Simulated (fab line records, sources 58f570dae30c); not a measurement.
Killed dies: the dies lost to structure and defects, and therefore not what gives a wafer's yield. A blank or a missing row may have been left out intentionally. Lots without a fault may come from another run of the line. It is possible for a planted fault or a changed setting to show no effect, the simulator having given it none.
One fault seen from 2 desks ; flow berkeleyCmos170 ; only its own numbers are on each desk; what lay behind them is given at the end

## THE TOOL OWNER'S DESK: rtpAnneal-02
Per lot that ran on this tool, the mean of the sampled wafers carrying a number, from the tool's own readings at UCB170_SDANNEAL_RTA_01 (time 5 s). Any lot whose mean is over 4 standard deviations away from the usual mean is out of limits and marked OUT; that distance is given in the brackets.
Columns: A = lampPowerPct at UCB170_SDANNEAL_RTA_01, usual 33 %; B = wafer_temp_C_max at UCB170_SDANNEAL_RTA_01, usual 1056.2
lot;first seen here;A;B
L151;day 7 19:55;39;1056.2
L155;day 8 13:06;39;1056.2
L164;day 10 08:36;37;1056.5
L165;day 11 07:45;37;1055.4
This desk's verdict: no lot among the 4 shows anything out of limits.

## FROM THE METROLOGY DESK
What the gauges read for every lot (on any tool): the sampled wafers with a number, averaged. Any lot whose mean is over 4 standard deviations away from the usual mean is out of limits and marked OUT; that distance is given in the brackets.
Columns: A = ACTIVE_OXIDE_THK at UCB170_ACTIVE_THK_MEAS_03, usual 26.7 nm; B = cdNm at UCB170_NLDD_CD_MEAS_06, usual 1199.9 nm; C = NSD_OVL at UCB170_NSD_OVL_MEAS_07, usual -6 nm; D = PSD_RS at UCB170_SDANNEAL_RS_MEAS_02, usual 75.44 ohm/sq; E = NSD_RS at UCB170_SDANNEAL_RS_MEAS_03, usual 37.33 ohm/sq
lot;first seen here;A;B;C;D;E
L152;day 4 10:41;26.3;1201.6;-7;75.18;37.31
L151;day 4 10:41;26.1;1199.4;-13;75.24;37.27
L154;day 4 23:13;25.9;1198.4;-11;75.48;37.38
L153;day 4 23:14;27.1;1200.9;-11;75.60;37.32
L155;day 4 23:14;27.1;1198.4;-5;74.94;37.38
L158;day 5 10:25;27.5;1200.3;-2;75.24;37.30
L164;day 7 04:19;27.0;1200.5;-4;84.10 (+32) OUT;38.54 (+15) OUT
L165;day 7 19:11;27.8;1202.5;-17;84.41 (+33) OUT;38.58 (+16) OUT
L166;day 7 19:11;26.8;1200.8;-9;75.00;37.23
L167;day 7 19:13;26.2;1200.4;-0;75.08;37.33
L168;day 8 09:06;26.8;1198.9;-12;75.48;37.38
L169;day 8 09:06;26.6;1199.6;-3;75.73;37.15
L171;day 8 22:18;26.7;1198.9;-3;75.37;37.39
L173;day 8 22:19;26.3;1197.7;-2;75.80;37.43
This desk reports L164, L165 out of limits; the earliest was L164 at day 10 08:40 (PSD_RS at UCB170_SDANNEAL_RS_MEAS_02). In limits: L152, L151, L154, L153, L155, L158, L166, L167, L168, L169, L171, L173.

## PUT TOGETHER
At day 10 08:40 the metrology desk could have sounded an alarm, on L164, L165.
Nothing out of limits was seen by the tool owner's desk.
The tool owner's desk has L164, L165 on record, within its limits.
UCB170_SDANNEAL_RTA_01 was run on rtpAnneal-02 by each of the lots named.

## WHAT WAS PUT IN BY THE SIMULATOR
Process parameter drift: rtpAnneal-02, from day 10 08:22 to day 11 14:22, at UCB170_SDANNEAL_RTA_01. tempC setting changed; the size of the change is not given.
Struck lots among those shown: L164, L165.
Time in hours between the start of the fault and the first out-of-limits reading at each desk: metrology desk, 0.
